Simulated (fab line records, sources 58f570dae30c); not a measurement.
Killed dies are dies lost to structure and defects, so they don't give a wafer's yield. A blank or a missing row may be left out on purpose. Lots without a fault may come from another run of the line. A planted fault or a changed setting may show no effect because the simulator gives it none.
A struck lot beside a sound one | flow berkeley_cmos170 | 44 steps out of a route of 331
Sound: wafers L427.1, L427.2, L427.5. Struck: wafers L437.2, L437.3, L437.6. The cause comes at the end.
At each step with rows: each side's tool, then ch and its chambers, then its first start. Under that, the readings that differ: sound wafers | struck wafers | difference of the means | sigmas: that difference in standard deviations of wafers without a fault.
alike: readings whose means differ by less than 2 such deviations, and words and numbers that are the same on both sides. not compared: withheld readings, readings that some wafer has no value for, bounds like >300 that may hide the same value, and numbers for which the record gives no deviation and whose values overlap.
The two part at a step that has a row with sigmas, a row that says differs or no value, or rows on one side only. Numbers that don't overlap but have no deviation are shown without sigmas and don't part them. A reading that every wafer of one side lacks parts them only if that side has two wafers or more.

first, 5 steps without rows for these wafers: UCB170_CONTACT_COAT_10 (resist thk 900 nm); UCB170_CONTACT_SOFTBAKE_11 (time 60 s); UCB170_CONTACT_EXPOSE_12 (exposes mask CONT, target cd 700 nm); UCB170_CONTACT_PEB_13; UCB170_CONTACT_DEVELOP_14 (develop time 45 s).
UCB170_CONTACT_CD_MEAS_15: target cd 700 nm.
  sound on cd_sem-01, day 8 10:49; struck on cd_sem-02, day 10 06:28
  alike: cd_nm
UCB170_CONTACT_OVL_MEAS_16:
  sound on overlay-02, day 8 10:56; struck on overlay-01, day 10 06:35
  alike: CONTACT_OVL
UCB170_CONTACT_ETCH_17: etches BARC in N2/H2.
  sound on rie_diel-01 ch 1,2,3, day 8 10:58; struck on rie_diel-04 ch 0,1, day 10 06:37
  alike: drypump_motor_current_A, oes_product_au, throttle_valve_pct
then, 1 step without rows for these wafers: UCB170_CONTACT_ETCH_18 (etches PSG in CHF3/CF4/Ar, stops on TiSi2, target depth 840 nm, time 195 s).
UCB170_CONTACT_STRIP_19: strips in O2.
  sound on plasma_asher-04 ch 0,1, day 8 11:08; struck on plasma_asher-01 ch 0,1, day 10 06:47
  alike: drypump_motor_current_A, oes_product_au
  not compared: rf_hours_counter_h
UCB170_CONTACT_CD_MEAS_90: target cd 700 nm.
  sound on cd_sem-01, day 8 11:14; struck on cd_sem-02, day 10 06:54
  alike: cd_nm
then, 1 step without rows for these wafers: UCB170_CONTACT_CLEAN_20 (cleans in SPM, time 600 s).
UCB170_M1_SPUTTER_00: material Al, target thk 600 nm, time 80 s.
  sound on pvd_sputter-03, day 8 11:31; struck on pvd_sputter-03, day 10 07:10
  reading                               | sound           | struck          | difference | sigmas
  model.Al_of_M1_SPUTTER_00.thk_nm (nm) | 601.4 604.4 605 | 778.5 782 777.4 | +175.7     |
  alike: throttle_valve_pct
UCB170_M1_RS_MEAS_01: measures by four-point-probe.
  sound on film_metro-01, day 8 11:35; struck on film_metro-04, day 10 07:15
  reading           | sound                | struck               | difference | sigmas
  M1_AL_RS (ohm/sq) | 0.0483 0.0482 0.0480 | 0.0372 0.0371 0.0373 | -0.0110    | -22
UCB170_M1_THK_MEAS_02: measures by xrf.
  sound on film_metro-01, day 8 11:43; struck on film_metro-04, day 10 07:22
  reading        | sound       | struck      | difference | sigmas
  M1_AL_THK (nm) | 594 600 600 | 779 781 780 | +182       | +26
then, 6 steps without rows for these wafers: UCB170_M1_COAT_03; UCB170_M1_COAT_04 (resist thk 900 nm); UCB170_M1_SOFTBAKE_05 (time 60 s); UCB170_M1_EXPOSE_06 (exposes mask METAL1, target cd 700 nm); UCB170_M1_PEB_07; UCB170_M1_DEVELOP_08 (develop time 45 s).
UCB170_M1_CD_MEAS_09: target cd 700 nm.
  sound on cd_sem-01, day 8 13:01; struck on cd_sem-01, day 10 08:29
  alike: cd_nm
UCB170_M1_OVL_MEAS_10:
  sound on overlay-01, day 8 13:08; struck on overlay-02, day 10 08:35
  alike: M1_OVL
UCB170_M1_ETCH_11: etches BARC in N2/H2.
  sound on rie_diel-01 ch 0,1,2, day 8 13:10; struck on rie_diel-01 ch 1,2,3, day 10 08:37
  alike: drypump_motor_current_A, oes_product_au, throttle_valve_pct
UCB170_M1_METAL_ETCH_12: etches Al in Cl2/BCl3, stops on PSG, target depth 780 nm, time 130 s.
  sound on rie_metal-03 ch 0,1, day 8 13:12; struck on rie_metal-03 ch 0,1, day 10 08:39
  reading               | sound             | struck            | difference | sigmas
  oes_product_au (a.u.) | 0.875 0.835 0.867 | 0.961 1.003 0.957 | +0.115     | +7
  alike: drypump_motor_current_A, throttle_valve_pct
  not compared: rf_hours_counter_h
then, 1 step without rows for these wafers: UCB170_M1_STRIP_13 (strips in O2).
UCB170_M1_CD_MEAS_90: target cd 700 nm.
  sound on cd_sem-02, day 8 13:26; struck on cd_sem-02, day 10 08:55
  alike: cd_nm
then, 1 step without rows for these wafers: UCB170_M1_ANNEAL_14 (time 1200 s).
UCB170_V1_CVD_00: deposits SiO2 from TEOS/O2, target thk 2000 nm, time 250 s.
  sound on pecvd-02 ch 0,2, day 8 16:07; struck on pecvd-03 ch 0,1, day 10 12:51
  alike: heater_power_w
UCB170_V1_THK_MEAS_01:
  sound on film_metro-01, day 8 16:17; struck on film_metro-01, day 10 13:01
  alike: V1_TEOS_THK
UCB170_V1_CMP_02: polishes SiO2.
  sound on cmp-01 ch 0,1,2, day 8 16:20; struck on cmp-02 ch 0,2,3, day 10 13:10
  alike: motor_current_A
UCB170_V1_BOW_MEAS_03:
  sound on film_metro-01, day 8 16:38; struck on film_metro-02, day 10 13:23
  alike: V1_BOW
UCB170_V1_THK_MEAS_04:
  sound on film_metro-01, day 8 16:46; struck on film_metro-02, day 10 13:30
  alike: V1_POLISHED_THK
then, 7 steps without rows for these wafers: UCB170_V1_CLEAN_05 (cleans in DIW); UCB170_V1_HMDS_06 (prime time 60 s); UCB170_V1_COAT_07 (resist thk 900 nm); UCB170_V1_SOFTBAKE_08 (time 60 s); UCB170_V1_EXPOSE_09 (exposes mask VIA1, target cd 700 nm); UCB170_V1_PEB_10; UCB170_V1_DEVELOP_11 (develop time 45 s).
UCB170_V1_CD_MEAS_12: target cd 700 nm.
  sound on cd_sem-02, day 8 18:13; struck on cd_sem-02, day 10 14:55
  alike: cd_nm
UCB170_V1_OVL_MEAS_13:
  sound on overlay-02, day 8 18:20; struck on overlay-01, day 10 15:02
  alike: V1_OVL
UCB170_V1_ETCH_14: etches SiO2 in CHF3/CF4/Ar, stops on Al, target depth 1250 nm, time 291 s.
  sound on rie_diel-03 ch 0,1,3, day 8 18:22; struck on rie_diel-01 ch 0,3, day 10 15:04
  reading                               | sound             | struck            | difference | sigmas
  model.Al_of_M1_SPUTTER_00.thk_nm (nm) | 601.4 604.4 604.7 | 778.4 781.9 777.4 | +175.7     |
  alike: drypump_motor_current_A, oes_product_au, throttle_valve_pct
  not compared: rf_hours_counter_h
UCB170_M3_PROBE_99:
  sound on prober-01, day 9 06:08; struck on prober-02, day 11 01:07
  reading                     | sound | struck | difference | sigmas
  model.etest.ring.over_limit | 0 0 0 | 1 1 1  | +1         |
  not compared: model.etest.m1_comb_over_steps.over_limit, model.etest.pmos_0p35.over_limit, model.etest.nwell.short, model.etest.contact_nplus.short, model.etest.ring.no_ring, model.etest.nplus_sal.short, model.etest.antenna_m2.over_limit

WHERE THEY PART
First at UCB170_M1_RS_MEAS_01; last, within this record, at UCB170_M1_METAL_ETCH_12. Later steps at which nothing parts them and some readings are alike: UCB170_M1_CD_MEAS_90, UCB170_V1_CVD_00, UCB170_V1_THK_MEAS_01, UCB170_V1_CMP_02, UCB170_V1_BOW_MEAS_03, UCB170_V1_THK_MEAS_04, UCB170_V1_CD_MEAS_12, UCB170_V1_OVL_MEAS_13, UCB170_V1_ETCH_14.

WHY: what the simulator had put in
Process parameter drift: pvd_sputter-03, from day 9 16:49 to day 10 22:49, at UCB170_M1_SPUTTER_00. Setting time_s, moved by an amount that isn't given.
